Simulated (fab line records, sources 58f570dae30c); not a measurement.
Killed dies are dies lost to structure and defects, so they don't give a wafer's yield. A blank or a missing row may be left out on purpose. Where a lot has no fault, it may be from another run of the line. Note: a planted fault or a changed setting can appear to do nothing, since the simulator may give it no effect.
Split-lot study	flow berkeley cmos170	23 wafers read across 5 lots, on a route 331 steps long

## ABOUT THE SPLIT
At UCB170_M3_PEB_13, the setting peb temp c was moved away from the recipe's 130 C on 6 of the 23 wafers read, by -1.9% to +1.4%. All remaining wafers had this setting at the recipe value.

## FROM THE SPLIT TO THE READING: what the file shows between them, 5 steps
- UCB170_M3_DEVELOP_14: develop time 42.86 s
- UCB170_M3_CD_MEAS_15: target cd 700 nm
- UCB170_M3_ETCH_17: etches BARC in N2/H2
- UCB170_M3_METAL_ETCH_18: etches Al in Cl2/BCl3, stops on SiO2, target depth 1170 nm, time 195 s
- UCB170_M3_STRIP_19: strips in O2

## THE READING
cd nm at UCB170_M3_CD_MEAS_90, given in nm (cd target 700 nm). On this fab line, fault-free wafers typically give 698 nm with a standard deviation of 3.1 nm.

wafer	tool, chamber at the split	peb temp c as run, C	against the recipe	cd nm, nm	against lot-mates on the recipe
L076.2	litho track-04, 0	130	recipe	699	-
L076.3	litho track-04, 0	130	recipe	702	-
L076.4	litho track-04, 0	130	recipe	698	-
L076.5	litho track-04, 0	130	recipe	699	-
L076.6	litho track-04, 0	130	recipe	699	-
L075.2	litho track-04, 0	130	recipe	694	-
L075.3	litho track-04, 0	131.1	+0.8%	692	-2
L075.4	litho track-04, 0	130	recipe	695	-
L075.5	litho track-04, 0	131.1	+0.8%	690	-4
L075.6	litho track-04, 0	130	recipe	693	-
L078.1	litho track-02, 0	130	recipe	693	-
L078.3	litho track-02, 0	130	recipe	699	-
L078.4	litho track-02, 0	127.5	-1.9%	717	+21
L078.5	litho track-02, 0	130	recipe	696	-
L078.6	litho track-02, 0	127.5	-1.9%	714	+18
L080.1	litho track-02, 0	130	recipe	697	-
L080.2	litho track-02, 0	130	recipe	700	-
L080.5	litho track-02, 0	130	recipe	701	-
L085.1	litho track-04, 0	130	recipe	700	-
L085.2	litho track-04, 0	130	recipe	690	-
L085.4	litho track-04, 0	131.8	+1.4%	691	-5
L085.5	litho track-04, 0	131.8	+1.4%	682	-14
L085.6	litho track-04, 0	130	recipe	699	-

THE FIT
A straight line over all 23 wafers: cd nm changes by -8.75 nm for each +1% of peb temp c; r = -0.90; the points scatter about the line by 3.3 nm.
The same after taking each lot's own level away (the mean of its wafers on the recipe; 23 wafers): -8.51 nm for each +1%; r = -0.91; scatter 3 nm.
That fit puts the effect of the largest move of peb temp c on the reading at 16 nm.
Across the lots, their own levels run from 694.0 to 699.4 nm, a range of 1.7 times the standard deviation given above.
So the lot-to-lot level changes the slope little: the two slopes agree.
Check: with one of the wafers moved furthest among these (-1.9%) left out of the fit, the line predicts +15.2 nm for it against its lot-mates. It came out at +21 nm against them.

## THE WHOLE CHAIN: every reading that the file lists as answering this split, in the file's order
step	what it does	reading	change (the file's fit)	r (the file's)
UCB170_M3_DEVELOP_14	develop time 42.86 s	M3.cd nm (the simulator's own value, which no gauge read)	-8.56 nm for each +1% of the setting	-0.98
UCB170_M3_CD_MEAS_15	target cd 700 nm	cd nm	-8.62 nm for each +1% of the setting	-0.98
UCB170_M3_ETCH_17	etches BARC in N2/H2	M3.cd nm (the simulator's own value, which no gauge read)	-8.15 nm for each +1% of the setting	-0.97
UCB170_M3_METAL_ETCH_18	etches Al in Cl2/BCl3, stops on SiO2, target depth 1170 nm, time 195 s	M3.cd nm (the simulator's own value, which no gauge read)	-8.46 nm for each +1% of the setting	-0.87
UCB170_M3_CD_MEAS_90	target cd 700 nm	cd nm	-8.44 nm for each +1% of the setting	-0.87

## FILE'S OWN FIT
cd nm changes by -8.44 nm for each +1% of peb temp c, r = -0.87.
